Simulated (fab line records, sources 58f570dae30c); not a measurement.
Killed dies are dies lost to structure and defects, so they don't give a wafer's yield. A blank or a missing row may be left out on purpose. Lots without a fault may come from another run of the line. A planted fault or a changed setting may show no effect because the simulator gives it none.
Problem report in the 8D (eight disciplines) form, filled by code | flow berkeley_cmos170 | the parts of the form that need people (team, actions taken, sign-off) are left out

1. THE PROBLEM
oes_product_au at UCB170_ZERO_ETCH_06 reads a mean of 0.376 a.u. on 6 wafers of 2 lots; wafers without a fault read 0.615 a.u. with a standard deviation of 0.012. That is -20 standard deviations from the usual mean.
The step: etches SiO2 in CHF3/CF4/Ar, time 12 s.
First seen on wafer L986.3, day 5 06:19, on rie_diel-02. The record holds 42 wafers of 14 lots with a number at this step. Rule for "out", or "out of limits": more than 4 standard deviations from the usual mean. The other wafers with a number count as sound.

2. WHAT IT IS AND WHAT IT IS NOT
question                    | is                     | is not
which readings at this step | oes_product_au         | drypump_motor_current_A, throttle_valve_pct
which lots                  | L986, L987             | L970, L971, L972, L973, L974, L977, L979, L980, L981, L982, L991, L992
which wafers of those lots  | all that have a number | -
read on which tools         | rie_diel-02            | rie_diel-01, rie_diel-03
when                        | from day 5 06:19       | up to then (30 sound wafers); but 6 sound wafers of L991, L992 came after

3. SUSPECTS, AND WHAT RULES EACH OUT
Counting: a tool at a process step up to the reading stays a suspect if it ran every lot that is out and no sound lot after the first of them.
- krf_scanner-02 at UCB170_ZERO_EXPOSE_03 (exposes mask PM MARKS, target cd 4000 nm): ruled out as a lasting fault. Sound lots L991, L992 ran on it after its first lot that is out, L986 (day 5 05:26).
- rie_diel-02 at UCB170_ZERO_ETCH_06 (etches SiO2 in CHF3/CF4/Ar, time 12 s): ruled out as a lasting fault. Sound lots L992 ran on it after its first lot that is out, L986 (day 5 06:19).
Left after counting: nothing in the record.

4. THE CAUSE (what the simulator had put in)
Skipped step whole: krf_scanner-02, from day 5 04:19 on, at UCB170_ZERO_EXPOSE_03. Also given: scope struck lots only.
Counting ruled it out, wrongly: the rule takes a fault to strike every lot that its tool runs from its start on, and this one did not.

5. THE CHAIN OF EFFECTS, in route order
Each row: a reading whose mean over the struck wafers that have a number lies more than 3 standard deviations from the usual. Only readings for which the record gives a usual standard deviation are gone through. hours: the time from each lot's start at the first step in this table that gives one to its start at this step, as a median over the lots. sigmas: the change in usual standard deviations.
hours | step                | reading        | usual      | on struck wafers | change | sigmas
0     | UCB170_ZERO_ETCH_06 | oes_product_au | 0.615 a.u. | 0.376            | -0.239 | -20
The process steps in it:
- UCB170_ZERO_ETCH_06: etches SiO2 in CHF3/CF4/Ar, time 12 s.
Readings that are blank on the struck wafers while sound wafers have them: exposure_dose_mJ_cm2 at UCB170_ZERO_EXPOSE_03; focus_offset_nm at UCB170_ZERO_EXPOSE_03.

6. WHAT WOULD HAVE CAUGHT IT SOONER
In this record the first reading out of limits was taken at day 5 06:19, 2 hours after the fault began at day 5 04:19.
At UCB170_ZERO_EXPOSE_03 the tool's readings are blank on the struck wafers, where sound wafers have them: an empty tool record is the first sign, and it was there at once.
